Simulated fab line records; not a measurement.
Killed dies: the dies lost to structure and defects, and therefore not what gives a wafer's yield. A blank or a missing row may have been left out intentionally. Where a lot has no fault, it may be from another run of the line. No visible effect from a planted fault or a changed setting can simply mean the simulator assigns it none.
Problem report in the 8D (eight disciplines) form, filled by code -- flow berkeley_cmos170 -- the parts of the form that need people (team, actions taken, sign-off) are left out

## 1. WHAT WENT WRONG
Wafers without a fault read 1.000, standard deviation 0.0053; edge_zone_pressure_frac at UCB170_V1_CMP_02 reads a mean of 1.033 on 6 wafers belonging to 2 lots. Relative to the usual mean, that is a shift of +6.2 standard deviations.
The step: polishes SiO2.
The first sign was on wafer L619.4 at day 9 06:13, on cmp-01. The record has a number at this step for 42 wafers belonging to 14 lots. By rule, "out" or "out of limits" means more than 4 standard deviations away from the usual mean. Any other wafer with a number is counted as sound.

## 2. WHAT THIS IS AND IS NOT
question,is,is not
which readings at this step,edge_zone_pressure_frac,-
which lots,"L619, L620","L610, L611, L612, L613, L614, L627, L628, L629, L630, L631, L632, L633"
which wafers of those lots,all that have a number,-
read on which tools,cmp-01,cmp-02
when,from day 9 06:13,"up to then (15 sound wafers); but 21 sound wafers of L627, L628, L629, L630, L631, L632, L633 came after"

## 3. THE SUSPECTS, EACH WITH WHAT RULES IT OUT
Counting: a tool at any process step up to the reading remains a suspect when it ran all the lots that are out and ran no sound lot after the first of those.
- cmp-01 at UCB170_V1_CMP_02 (polishes SiO2): ruled out as a lasting fault. The sound lots L630, L631, L633 went through it after L619, its earliest lot that is out (day 9 06:13).
Left after counting: nothing in the record.

## 4. THE CAUSE (what the simulator had put in)
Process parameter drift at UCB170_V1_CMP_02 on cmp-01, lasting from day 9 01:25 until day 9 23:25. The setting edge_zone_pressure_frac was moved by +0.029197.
Counting ruled it out, wrongly.

## 5. SEQUENCE OF EFFECTS, ordered by route
Each row: a reading whose mean over the struck wafers that have a number lies more than 3 standard deviations from the usual. Readings are gone through only where the record gives a usual standard deviation; hours: the median, over the lots, of the time from a lot's start at the first step in this table giving one to that lot's start at this step; sigmas: the change measured in usual standard deviations.
hours,step,reading,usual,on struck wafers,change,sigmas
0,UCB170_V1_CMP_02,edge_zone_pressure_frac,1.000,1.033,+0.033,+6.2
Here are the process steps it includes:
- UCB170_V1_CMP_02: polishes SiO2.

## 6. WHAT WOULD HAVE CAUGHT IT SOONER
In this record no reading fell out of limits until day 9 06:13, 5 hours after the fault had begun at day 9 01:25.
